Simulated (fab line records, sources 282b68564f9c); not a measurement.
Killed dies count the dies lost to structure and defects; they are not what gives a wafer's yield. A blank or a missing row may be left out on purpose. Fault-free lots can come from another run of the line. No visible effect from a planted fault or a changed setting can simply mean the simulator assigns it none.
fab line records    flow rit-cmos
[record] lots = 5  wafers = 23
route steps=202 shown PSD@149 SDANNEAL@156 NSD@158 PLDD@159 SILICIDE@162 CONTACT@171
start-h: start of the lot's first displayed wafer, in hours after the record's first day    wait-h: hours since the lot's step before    " as in the row above    L1.1+2: a single row standing in for several wafers    - either no value or no given start    * or withheld: withheld    < > ~ a bound
route shown NAME@n: NAME is a module with steps in the file, n the number in the route of the first one    usual: mean and standard deviation over wafers with no fault    same: alike in all rows    chamber/n: place in a boat    sites: the reading at each site    _std_site: the values' standard deviation    _edge_site: inner sites' mean taken away from outer sites' mean    radius-mm: how far each site lies from the wafer's centre    mask NAME#n: copy n    behind: tool/chamber where the wafer was last shaped    hold: cause of the lot's hold/its duration in hours/its outcome    device: which transistor (n, p or np) failed to switch    end of line: the route-end tests of the same wafers    a step given without rows: its recipe and nothing more    killed: the dies lost at the first sort to structure and to defects; this is not the yield of the wafer    map: a wafer's dies, marking killed ones x, the rest . and places with no die _
set.NAME: the setting the step ran with; set.NAME@STEP: the setting that earlier step ran with    model.NAME: the simulator's own value behind a step, which no gauge read
one table per step and one row per wafer, for lots whose settings were changed on purpose
[[steps]]
[step RIT_PSD_HARDBAKE_07]
[recipe] resist = NOVOLAK  temp-c = 140  time-s = 60
lot.wafer       tool            chamber  start-h  wait-h  set.temp-c
L074.2+5        litho-track-04  0        52.69    0.0     138.7
L074.3+4+6      "               0        "        "       140
L077.1+3        litho-track-04  0        65.91    0.0     140
L077.2+4+6      "               0        "        "       141.1
L078.2+3+4      litho-track-01  0        69.51    0.0     140
L081.1+2+4+5+6  litho-track-01  0        84.67    0.0     140
L083.1+2        litho-track-01  0        96.71    0.0     140
L083.3+5+6      "               0        "        "       137.3
[step RIT_PSD_IMPLANT_08]
[recipe] species = BF2  energy-kev = 26.76  dose-cm2 = 5e+15  tilt-deg = 7
[step RIT_PSD_STRIP_09]
[recipe] chemistry = O2  time-s = 180  resist = NOVOLAK  platen-temp-c = withheld  power-w = 500  pressure-mtorr = 4000  o2-flow-sccm = 4000
[step RIT_SDANNEAL_RTA_03]
[recipe] temp-c = 1050  time-s = 4.907  idle-temp-c = 600  ramp-up-c-per-s = 342  ramp-down-c-per-s = 171  cool-to-c = 600  ambient = N2
[step RIT_SDANNEAL_RS_MEAS_05]
[recipe] thk-meas-gauge = four-point-probe
[usual] NSD_RS = 84.72/0.27
lot.wafer  tool           chamber  start-h  wait-h  set.energy-kev@NSD_IMPLANT_08  NSD_RS[ohm/sq]
L074.2     film-metro-01  -        53.77    0.1     24.22                          85.06
L074.3     "              -        "        "       24.22                          84.88
L074.4     "              -        "        "       25                             84.53
L074.5     "              -        "        "       25                             84.79
L074.6     "              -        "        "       24.22                          85.05
L077.1     film-metro-01  -        66.99    0.1     26.4                           84.29
L077.2     "              -        "        "       26.4                           84.11
L077.3     "              -        "        "       25                             84.52
L077.4     "              -        "        "       25                             84.70
L077.6     "              -        "        "       25                             84.73
L078.2     film-metro-02  -        70.58    0.1     25                             84.99
L078.3     "              -        "        "       25                             84.63
L078.4     "              -        "        "       25                             84.71
L081.1     film-metro-02  -        85.75    0.1     23.6                           84.99
L081.2     "              -        "        "       23.6                           85.14
L081.4     "              -        "        "       25                             84.45
L081.5     "              -        "        "       23.6                           84.81
L081.6     "              -        "        "       25                             84.10
L083.1     film-metro-02  -        97.79    0.1     26.35                          84.12
L083.2     "              -        "        "       26.35                          84.23
L083.3     "              -        "        "       25                             84.84
L083.5     "              -        "        "       25                             84.65
L083.6     "              -        "        "       26.35                          83.85
[step RIT_SDANNEAL_RS_MEAS_06]
[recipe] thk-meas-gauge = four-point-probe
[usual] PLDD_RS = 178.8/0.4
lot.wafer  tool           chamber  start-h  wait-h  set.energy-kev@PLDD_IMPLANT_08  PLDD_RS[ohm/sq]
L074.2     film-metro-01  -        53.89    0.1     20                              179.1
L074.3     "              -        "        "       20                              179.4
L074.4     "              -        "        "       20                              179.8
L074.5     "              -        "        "       20                              178.9
L074.6     "              -        "        "       20                              179.2
L077.1     film-metro-01  -        67.11    0.1     20                              179.2
L077.2     "              -        "        "       19.45                           181.3
L077.3     "              -        "        "       20                              179.5
L077.4     "              -        "        "       19.45                           181.1
L077.6     "              -        "        "       20                              179.4
L078.2     film-metro-02  -        70.70    0.1     20                              178.9
L078.3     "              -        "        "       20                              178.6
L078.4     "              -        "        "       20                              178.8
L081.1     film-metro-02  -        85.87    0.1     20                              178.3
L081.2     "              -        "        "       19.62                           179.6
L081.4     "              -        "        "       20                              179.1
L081.5     "              -        "        "       19.62                           180.0
L081.6     "              -        "        "       20                              178.5
L083.1     film-metro-02  -        97.91    0.1     18.87                           181.9
L083.2     "              -        "        "       20                              178.5
L083.3     "              -        "        "       18.87                           182.8
L083.5     "              -        "        "       18.87                           182.1
L083.6     "              -        "        "       20                              178.8
[step RIT_SILICIDE_SPUTTER_01]
[recipe] material = Ti  target-thk-nm = 30  power-w = 350  chamber-pressure-pa = 0.667  gas = Ar  time-s = 240  substrate-temp-c = 25
lot.wafer  tool            chamber  start-h  wait-h  set.time-s  model.Ti_of_SILICIDE_SPUTTER_01.thk-nm
L074.2     pvd-sputter-03  -        54.12    0.0     240         30.04
L074.3     "               -        "        "       240         30.17
L074.4     "               -        "        "       240         30.14
L074.5     "               -        "        "       240         30.02
L074.6     "               -        "        "       240         29.9
L077.1     pvd-sputter-02  -        67.36    0.0     217.2       27.08
L077.2     "               -        "        "       217.2       27.13
L077.3     "               -        "        "       240         29.85
L077.4     "               -        "        "       217.2       27.59
L077.6     "               -        "        "       240         29.97
L078.2     pvd-sputter-03  -        70.93    0.0     240         29.49
L078.3     "               -        "        "       240         30.06
L078.4     "               -        "        "       240         29.54
L081.1     pvd-sputter-02  -        86.12    0.0     263.6       33.03
L081.2     "               -        "        "       240         29.66
L081.4     "               -        "        "       240         29.81
L081.5     "               -        "        "       263.6       32.63
L081.6     "               -        "        "       263.6       32.76
L083.1     pvd-sputter-04  -        98.16    0.0     240         30.17
L083.2     "               -        "        "       240         30.18
L083.3     "               -        "        "       240         29.79
L083.5     "               -        "        "       240         29.93
L083.6     "               -        "        "       240         29.85
[step RIT_SILICIDE_RS_MEAS_02]
[recipe] thk-meas-gauge = four-point-probe  reads = Ti_of_SILICIDE_SPUTTER_01
[usual] SILICIDE_TI_RS = 47.9/0.54
lot.wafer  tool           chamber  start-h  wait-h  set.time-s@SILICIDE_SPUTTER_01  SILICIDE_TI_RS[ohm/sq]
L074.2     film-metro-03  -        54.29    0.1     240                             47.9
L074.3     "              -        "        "       240                             47.6
L074.4     "              -        "        "       240                             47.7
L074.5     "              -        "        "       240                             47.9
L074.6     "              -        "        "       240                             48.2
L077.1     film-metro-02  -        67.51    0.1     217.2                           54.3
L077.2     "              -        "        "       217.2                           54.3
L077.3     "              -        "        "       240                             48.0
L077.4     "              -        "        "       217.2                           53.1
L077.6     "              -        "        "       240                             47.8
L078.2     film-metro-02  -        71.10    0.1     240                             48.9
L078.3     "              -        "        "       240                             47.7
L078.4     "              -        "        "       240                             48.8
L081.1     film-metro-02  -        86.27    0.1     263.6                           42.4
L081.2     "              -        "        "       240                             48.5
L081.4     "              -        "        "       240                             48.2
L081.5     "              -        "        "       263.6                           43.0
L081.6     "              -        "        "       263.6                           42.8
L083.1     film-metro-03  -        98.31    0.1     240                             47.6
L083.2     "              -        "        "       240                             47.7
L083.3     "              -        "        "       240                             48.4
L083.5     "              -        "        "       240                             48.0
L083.6     "              -        "        "       240                             48.3
[step RIT_SILICIDE_THK_MEAS_03]
[recipe] thk-meas-gauge = xrf  reads = Ti_of_SILICIDE_SPUTTER_01
[usual] SILICIDE_TI_THK = 30.1/0.34
lot.wafer  tool           chamber  start-h  wait-h  set.time-s@SILICIDE_SPUTTER_01  SILICIDE_TI_THK[nm]
L074.2     film-metro-03  -        54.40    0.1     240                             30.0
L074.3     "              -        "        "       240                             30.0
L074.4     "              -        "        "       240                             30.2
L074.5     "              -        "        "       240                             30.0
L074.6     "              -        "        "       240                             29.9
L077.1     film-metro-02  -        67.63    0.1     217.2                           27.3
L077.2     "              -        "        "       217.2                           27.4
L077.3     "              -        "        "       240                             30.0
L077.4     "              -        "        "       217.2                           27.8
L077.6     "              -        "        "       240                             30.0
L078.2     film-metro-02  -        71.21    0.1     240                             29.6
L078.3     "              -        "        "       240                             30.3
L078.4     "              -        "        "       240                             29.5
L081.1     film-metro-02  -        86.39    0.1     263.6                           33.4
L081.2     "              -        "        "       240                             29.8
L081.4     "              -        "        "       240                             29.9
L081.5     "              -        "        "       263.6                           33.0
L081.6     "              -        "        "       263.6                           33.0
L083.1     film-metro-03  -        98.43    0.1     240                             30.4
L083.2     "              -        "        "       240                             30.4
L083.3     "              -        "        "       240                             29.8
L083.5     "              -        "        "       240                             30.1
L083.6     "              -        "        "       240                             29.9
[step RIT_CONTACT_COAT_03]
[recipe] resist = NOVOLAK  spin-rpm = 3250  resist-thk-nm = 1000
lot.wafer  tool            chamber  start-h  wait-h  set.spin-rpm  model.NOVOLAK_of_CONTACT_COAT_03.thk-nm
L074.2+6   litho-track-03  0        54.91    0.1     3250          1001
L074.3+4   "               0        "        "       3250          1003
L074.5     "               0        "        "       3250          1005
L077.1+2   litho-track-03  0        68.18    0.1     3025          1035
L077.3     "               0        "        "       3025          1038
L077.4     "               0        "        "       3250          998.9
L077.6     "               0        "        "       3250          996.4
L078.2     litho-track-03  0        71.73    0.1     3250          1004
L078.3     "               0        "        "       3250          1003
L078.4     "               0        "        "       3250          1002
L081.1     litho-track-01  0        86.89    0.1     3250          998.4
L081.2     "               0        "        "       3401          973.4
L081.4     "               0        "        "       3250          1001
L081.5     "               0        "        "       3401          977.5
L081.6     "               0        "        "       3401          975.6
L083.1     litho-track-04  0        98.95    0.1     3250          1002
L083.2+3   "               0        "        "       3250          1001
L083.5     "               0        "        "       3250          1003
L083.6     "               0        "        "       3250          1000
[[key]]
[split] step = RIT_PSD_HARDBAKE_07  setting = temp-c  stated = 140  by = wafer
response none clear
[split] step = RIT_SILICIDE_SPUTTER_01  setting = time-s  stated = 240  by = wafer
[response] step = RIT_SILICIDE_SPUTTER_01  reading = model.Ti_of_SILICIDE_SPUTTER_01.thk-nm  change = +0.296  per = 1%  r = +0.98
[response] step = RIT_SILICIDE_RS_MEAS_02  reading = SILICIDE_TI_RS  change = -0.597  per = 1%  r = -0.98
[response] step = RIT_SILICIDE_THK_MEAS_03  reading = SILICIDE_TI_THK  change = +0.297  per = 1%  r = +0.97
[split] step = RIT_CONTACT_COAT_03  setting = spin-rpm  stated = 3250  by = wafer
[response] step = RIT_CONTACT_COAT_03  reading = model.NOVOLAK_of_CONTACT_COAT_03.thk-nm  change = -5.44  per = 1%  r = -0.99
split outside-this-file step=RIT_PLDD_IMPLANT_08 setting=energy-kev
split outside-this-file step=RIT_NSD_IMPLANT_08 setting=energy-kev
// split outside-this-file: this setting was split too, and the file shows its column; the key of that split is in another file
